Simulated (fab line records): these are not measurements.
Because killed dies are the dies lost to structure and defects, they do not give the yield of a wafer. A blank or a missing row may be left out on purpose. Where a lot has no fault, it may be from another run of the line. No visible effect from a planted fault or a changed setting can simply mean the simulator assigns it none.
What tool caused it?	flow rit cmos	15 lots with 45 wafers sampled at 2 steps, on a route of 202 steps

## WHAT EACH GAUGE READ, for each wafer
RIT_NWELL_OVL_MEAS_06. Usual: NWELL_OVL typically reads -1.6 nm, with standard deviation 1.4.
lot	measured	on	NWELL_OVL (nm)	flag
L413	day 1 21:52	overlay-01	-0.1 -0.5 1.1	
L414	day 2 02:34	overlay-01	-1.1 0.3 -1.7	
L415	day 2 07:11	overlay-02	-3.7 -3.3 -1.9	
L422	day 3 18:53	overlay-01	-0.2 -0.4 -0.9	
L423	day 3 22:37	overlay-01	-2.4 -0.9 -1.8	
L424	day 4 04:40	overlay-02	-0.1 -1.9 -1.9	
L428	day 5 00:15	overlay-02	-3.2 -3.2 -5.0	
L429	day 5 05:14	overlay-01	-0.2 1.1 0.6	
L430	day 5 09:26	overlay-01	0.2 1.2 0.8	
L431	day 5 14:09	overlay-02	-3.6 -2.0 -1.4	
L432	day 5 19:20	overlay-01	-0.6 -1.5 -1.3	
L433	day 6 00:58	overlay-01	-0.4 -1.6 -1.8	
L434	day 6 05:20	overlay-01	-4.3 -3.3 -2.6	
L435	day 6 10:20	overlay-01	-1.5 -1.1 -1.0	
L436	day 6 15:13	overlay-01	-2.0 -2.2 -2.3	

RIT_PWELL_TW_MEAS_10. Usual: PWELL_TW typically reads 947, with standard deviation 5.
lot	measured	on	PWELL_TW	flag
L413	day 2 00:12	film metro-03	947 941 946	
L414	day 2 04:51	film metro-04	949 950 955	
L415	day 2 09:41	film metro-03	945 945 945	
L422	day 3 21:29	film metro-03	942 940 944	
L423	day 4 00:49	film metro-02	944 948 943	
L424	day 4 06:59	film metro-03	938 943 943	
L428	day 5 02:32	film metro-02	944 948 947	
L429	day 5 07:25	film metro-03	948 945 945	
L430	day 5 11:36	film metro-03	945 943 946	
L431	day 5 16:37	film metro-02	941 939 939	
L432	day 5 21:37	film metro-02	940 938 948	
L433	day 6 03:16	film metro-04	951 947 951	
L434	day 6 07:43	film metro-02	949 950 953	
L435	day 6 12:31	film metro-03	940 944 942	
L436	day 6 17:30	film metro-02	942 946 951	

## WHICH TOOL RAN EACH LOT (tool, then ch and the chambers of the sampled wafers, then the start)
Before these readings, the record contains no process step.

## AS READ BY THE TOOLS THEMSELVES (means over the sampled wafers that have a number; for cases with no such wafer, the mark the record gives instead)
The record holds no such reading with a usual standard deviation.

## THE ANSWER, worked out from the rows above alone
Rule: a lot counts as off when the mean over its wafers that have a number is more than 3 standard deviations away from the usual mean. A lot without any number at a reading at which 4 lots or more have one is off too. Where the step has rows for the other lots, those lots are counted as sound. First the gauges in route order, then the tools' own readings, where a lot's mean is used as printed above. The first step at which some lot is off is used, and at that step the reading that is off furthest; a lot without a number counts as furthest.
No lot is off on any of the readings shown, so nothing can be concluded from this.

## WHAT THE SIMULATOR HAD INSERTED
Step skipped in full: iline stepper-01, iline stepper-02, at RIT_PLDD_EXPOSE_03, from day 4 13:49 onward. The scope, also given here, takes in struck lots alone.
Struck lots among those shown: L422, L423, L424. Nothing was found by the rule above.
